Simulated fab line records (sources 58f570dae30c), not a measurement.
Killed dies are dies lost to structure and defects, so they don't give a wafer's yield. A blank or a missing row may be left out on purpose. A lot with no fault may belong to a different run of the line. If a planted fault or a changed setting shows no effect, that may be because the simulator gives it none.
Which tool is to blame? | flow berkeleyCmos170 | 7 lots, 21 wafers sampled, at 2 steps of a route of 331

== WHAT THE GAUGES SHOWED, per wafer ==
UCB170_PFIELD_TW_MEAS_09.
lot  | measured    | on           | PFIELD_TW
L516 | day 5 05:41 | filmMetro-03 | 601 601 600
L518 | day 5 10:50 | filmMetro-04 | 604 602 598
L521 | day 6 12:18 | filmMetro-02 | 605 600 605
L527 | day 7 02:25 | filmMetro-03 | 607 605 604
L528 | day 7 16:38 | filmMetro-03 | 633 633 635
L536 | day 9 07:17 | filmMetro-03 | 604 604 605
L538 | day 9 23:14 | filmMetro-02 | 596 598 597

== WHICH TOOL RAN EACH LOT (tool, then ch and the chambers of the sampled wafers, then the start) ==
lot  | UCB170_PFIELD_IMPLANT_07
L516 | implanter-01 ch 0, day 5 05:26
L518 | implanter-04 ch 0, day 5 10:36
L521 | implanter-01 ch 0, day 6 12:04
L527 | implanter-04 ch 0, day 7 02:10
L528 | implanter-01 ch 0, day 7 16:23
L536 | implanter-02 ch 0, day 9 07:02
L538 | implanter-02 ch 0, day 9 22:59
- UCB170_PFIELD_IMPLANT_07

== THE ANSWER, worked out from the rows above alone ==
Rule: what is usual is taken from the lots themselves. Put in order of their means at a reading, lots are off if they are a third of the lots or fewer, leave a main group of 4 or more, and stand apart from it by a gap of 3 or more times the standard deviation of the main group's means; of several such gaps the widest counts. The tables above print the reading to a certain number of digits; a main group whose means all agree to those digits is not used. A lot without any number at a reading at which 4 lots or more have one is off too. Where the step has rows for the other lots, those lots are counted as sound.
Off: L528, at UCB170_PFIELD_TW_MEAS_09 (PFIELD_TW). The main group: mean 602, standard deviation 2.8.
A tool fits if, at a process step before that reading, it ran every lot that is off, and no sound lot after the first of them. Those tools and the gauges at UCB170_PFIELD_TW_MEAS_09 are tried in the same way. One fits: UCB170_PFIELD_IMPLANT_07 on implanter-01. A fault onset in the window from L521 (day 6 12:04, its last sound lot) to L528 (day 7 16:23, its first lot off) fits.

== WHAT THE SIMULATOR PUT IN ==
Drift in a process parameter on implanter-01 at UCB170_PFIELD_IMPLANT_07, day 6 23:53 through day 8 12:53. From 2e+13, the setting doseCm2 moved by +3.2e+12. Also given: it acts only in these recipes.
Lots struck among those shown: L528. The rule above reached the same finding.
